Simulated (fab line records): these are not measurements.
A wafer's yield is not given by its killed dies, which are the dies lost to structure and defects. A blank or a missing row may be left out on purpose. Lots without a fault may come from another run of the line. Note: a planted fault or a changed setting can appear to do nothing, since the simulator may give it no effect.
Which tool is to blame? | flow berkeley cmos170 | 15 lots with 45 wafers sampled at 3 steps, on a route of 331 steps

WHAT THE GAUGES SHOWED, per wafer
UCB170_M2_RS_MEAS_02: measurement is done with a four-point probe. Usual: M2_AL_RS typically reads 0.0323 ohm/sq, with standard deviation 0.00041.
lot  | measured     | on            | M2_AL_RS (ohm/sq)    | flag
L884 | day 8 01:25  | film metro-04 | 0.0321 0.0319 0.0326 |
L885 | day 8 16:05  | film metro-03 | 0.0322 0.0322 0.0327 |
L889 | day 9 03:44  | film metro-04 | 0.0317 0.0323 0.0318 |
L887 | day 9 03:53  | film metro-01 | 0.0330 0.0328 0.0326 |
L888 | day 9 04:42  | film metro-03 | 0.0326 0.0326 0.0324 |
L892 | day 10 09:20 | film metro-04 | 0.0314 0.0319 0.0315 |
L893 | day 10 09:26 | film metro-03 | 0.0319 0.0322 0.0318 |
L894 | day 10 09:38 | film metro-01 | 0.0319 0.0322 0.0324 |
L896 | day 11 02:23 | film metro-04 | 0.0321 0.0325 0.0325 |
L899 | day 11 11:36 | film metro-01 | 0.0316 0.0313 0.0319 |
L900 | day 11 12:03 | film metro-03 | 0.0296 0.0291 0.0294 | OFF
L897 | day 11 13:02 | film metro-04 | 0.0293 0.0300 0.0299 | OFF
L902 | day 12 02:37 | film metro-04 | 0.0295 0.0294 0.0292 | OFF
L903 | day 12 14:22 | film metro-01 | 0.0317 0.0319 0.0318 |
L905 | day 12 18:19 | film metro-03 | 0.0330 0.0324 0.0328 |

UCB170_M2_THK_MEAS_03: measures by xrf. Usual: M2_AL_THK typically reads 888 nm, with standard deviation 12.
lot  | measured     | on            | M2_AL_THK (nm) | flag
L884 | day 8 01:32  | film metro-04 | 888 894 882    |
L885 | day 8 16:12  | film metro-03 | 898 895 876    |
L889 | day 9 03:52  | film metro-04 | 901 891 898    |
L887 | day 9 04:01  | film metro-01 | 864 869 872    |
L888 | day 9 04:49  | film metro-03 | 882 879 881    |
L892 | day 10 09:26 | film metro-04 | 919 903 913    |
L893 | day 10 09:33 | film metro-03 | 905 896 912    |
L894 | day 10 09:44 | film metro-01 | 897 884 885    |
L896 | day 11 02:30 | film metro-04 | 894 883 893    |
L899 | day 11 11:43 | film metro-01 | 903 913 899    |
L900 | day 11 12:09 | film metro-03 | 971 985 972    | OFF
L897 | day 11 13:09 | film metro-04 | 986 956 959    | OFF
L902 | day 12 02:44 | film metro-04 | 966 971 987    | OFF
L903 | day 12 14:28 | film metro-01 | 894 893 893    |
L905 | day 12 18:25 | film metro-03 | 873 889 874    |

WHICH TOOL RAN EACH LOT (tool, then ch and the chambers of the sampled wafers, then the start)
lot  | UCB170_M2_SPUTTER_01
L884 | pvd sputter-03, day 8 01:19
L885 | pvd sputter-03, day 8 16:00
L889 | pvd sputter-01, day 9 03:40
L887 | pvd sputter-02, day 9 03:49
L888 | pvd sputter-03, day 9 04:37
L892 | pvd sputter-01, day 10 09:14
L893 | pvd sputter-03, day 10 09:21
L894 | pvd sputter-02, day 10 09:30
L896 | pvd sputter-03, day 11 02:17
L899 | pvd sputter-01, day 11 11:29
L900 | pvd sputter-03, day 11 11:55
L897 | pvd sputter-03, day 11 12:56
L902 | pvd sputter-03, day 12 02:32
L903 | pvd sputter-01, day 12 14:14
L905 | pvd sputter-02, day 12 18:11
- UCB170_M2_SPUTTER_01: material Al, target thk 900 nm, time 120 s.

WHAT THE TOOLS THEMSELVES READ (means of the sampled wafers that have a number; where no wafer has one, the mark that the record gives instead)
UCB170_M2_SPUTTER_01. Usual: cathode dc power W 5999.9 W, standard deviation 1.1; throttle valve pct 30.1 %, standard deviation 0.94.
lot  | tool           | cathode dc power W (W) | throttle valve pct (%) | flag
L884 | pvd sputter-03 | 6000.1                 | 29.4                   |
L885 | pvd sputter-03 | 6000.0                 | 30.1                   |
L889 | pvd sputter-01 | 5999.8                 | 31.2                   |
L887 | pvd sputter-02 | 6001.0                 | 30.2                   |
L888 | pvd sputter-03 | 6000.2                 | 29.4                   |
L892 | pvd sputter-01 | 5999.5                 | 30.5                   |
L893 | pvd sputter-03 | 5999.9                 | 29.4                   |
L894 | pvd sputter-02 | 5999.3                 | 30.2                   |
L896 | pvd sputter-03 | 6000.6                 | 30.2                   |
L899 | pvd sputter-01 | 6000.0                 | 30.8                   |
L900 | pvd sputter-03 | 6602.0                 | 30.1                   | OFF
L897 | pvd sputter-03 | 6602.3                 | 30.2                   | OFF
L902 | pvd sputter-03 | 6601.1                 | 29.7                   | OFF
L903 | pvd sputter-01 | 5999.9                 | 31.0                   |
L905 | pvd sputter-02 | 5999.8                 | 30.2                   |

THE ANSWER, worked out from the rows above alone
Rule: a lot counts as off when the mean over its wafers that have a number is more than 3 standard deviations away from the usual mean. A lot without any number at a reading at which 4 lots or more have one is off too. Where the step has rows for the other lots, those lots are counted as sound. After the gauges, taken in route order, come the tools' own readings; for these a lot's mean is taken, as printed above. The first step at which some lot is off is used, and at that step the reading that is off furthest; a lot without a number counts as furthest.
Off: L900, L897, L902, seen at UCB170_M2_RS_MEAS_02 (M2_AL_RS).
A tool fits if, at a process step before that reading, it ran every lot that is off, and no sound lot after the first of them. The gauges at UCB170_M2_RS_MEAS_02 aren't tried: what is off there is off at UCB170_M2_SPUTTER_01 too, on other tools, and a gauge's error can't cause that. One candidate fits, namely pvd sputter-03 at UCB170_M2_SPUTTER_01. Its last sound lot is L896 (day 11 02:17), its first lot that is off L900 (day 11 11:55): a fault that began between those two fits.
On the lots that are off, the tool's own readings at UCB170_M2_SPUTTER_01 differ by more than 5 times the standard deviation of the sound lots' means, which bears it out; cathode dc power W reads 6601.8 W there versus 6000.0 W on the sound lots.

WHAT THE SIMULATOR PUT IN
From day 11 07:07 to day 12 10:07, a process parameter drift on pvd sputter-03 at UCB170_M2_SPUTTER_01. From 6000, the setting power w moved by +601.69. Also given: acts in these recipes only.
Lots struck among those shown: L900, L897, L902. The rule given above showed the same thing.
